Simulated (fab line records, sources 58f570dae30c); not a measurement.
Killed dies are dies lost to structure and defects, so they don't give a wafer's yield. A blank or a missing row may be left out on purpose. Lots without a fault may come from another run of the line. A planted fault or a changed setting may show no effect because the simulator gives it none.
One fault seen from 2 desks | flow berkeley_cmos170 | each desk has only its own numbers; what lay behind them comes last

THE TOOL OWNER'S DESK: rtp_anneal-01
The tool's own readings at UCB170_CONTACT_RTA_08 (time 10 s): means of the sampled wafers that have a number, for each lot that ran on this tool. A lot is out of limits, marked OUT, if its mean lies more than 4 standard deviations from the usual mean; the brackets give that distance.
Columns: A = lamp_power_pct at UCB170_CONTACT_RTA_08, usual 27.0 %; B = wafer_temp_C_max at UCB170_CONTACT_RTA_08, usual 903.9
lot  | first seen here | A    | B
L677 | day 9 12:34     | 25.4 | 903.6
L689 | day 11 20:49    | 25.5 | 903.8
L692 | day 12 06:29    | 25.5 | 904.0
L694 | day 12 17:53    | 25.5 | 903.5
This desk's finding: nothing out of limits on any of the 4 lots.

THE METROLOGY DESK
What the gauges read, lot by lot, whatever tool the lot ran on: means of the sampled wafers that have a number. A lot is out of limits, marked OUT, if its mean lies more than 4 standard deviations from the usual mean; the brackets give that distance. Of its 11 readings 7 are shown: those that lie furthest out on some lot.
Columns: A = SILICIDE_TI_RS at UCB170_SILICIDE_RS_MEAS_02, usual 25.72 ohm/sq; B = SILICIDE_TI_THK at UCB170_SILICIDE_THK_MEAS_03, usual 29.92 nm; C = CONTACT_PSG_THK at UCB170_CONTACT_THK_MEAS_02, usual 703 nm; D = cd_nm at UCB170_CONTACT_CD_MEAS_15, usual 699.4 nm; E = CONTACT_OVL at UCB170_CONTACT_OVL_MEAS_16, usual 5 nm; F = cd_nm at UCB170_CONTACT_CD_MEAS_90, usual 699.6 nm; G = cd_nm at UCB170_M1_CD_MEAS_09, usual 700.4 nm
lot  | first seen here | A     | B     | C   | D     | E  | F     | G
L677 | day 9 09:33     | 25.95 | 29.71 | 705 | 697.6 | 6  | 697.9 | 698.6
L681 | day 10 07:07    | 25.82 | 29.73 | 697 | 698.1 | 6  | 698.9 | 700.2
L686 | day 11 10:29    | 25.51 | 30.12 | 705 | 699.3 | 10 | 699.3 | 699.8
L689 | day 11 17:11    | 25.27 | 30.46 | 699 | 697.9 | 12 | 699.1 | 700.8
L691 | day 12 02:31    | 26.08 | 29.64 | 700 | 699.4 | -6 | 700.4 | 700.5
L692 | day 12 02:56    | 25.67 | 30.03 | 694 | 699.2 | 3  | 699.2 | 701.3
L694 | day 12 14:52    | 25.67 | 30.12 | 712 | 699.7 | 8  | 700.3 | 700.3
This desk's finding: nothing out of limits on any of the 7 lots.

PUT TOGETHER
The tool owner's desk saw nothing out of limits.
The metrology desk saw nothing out of limits.

WHAT THE SIMULATOR HAD PUT IN
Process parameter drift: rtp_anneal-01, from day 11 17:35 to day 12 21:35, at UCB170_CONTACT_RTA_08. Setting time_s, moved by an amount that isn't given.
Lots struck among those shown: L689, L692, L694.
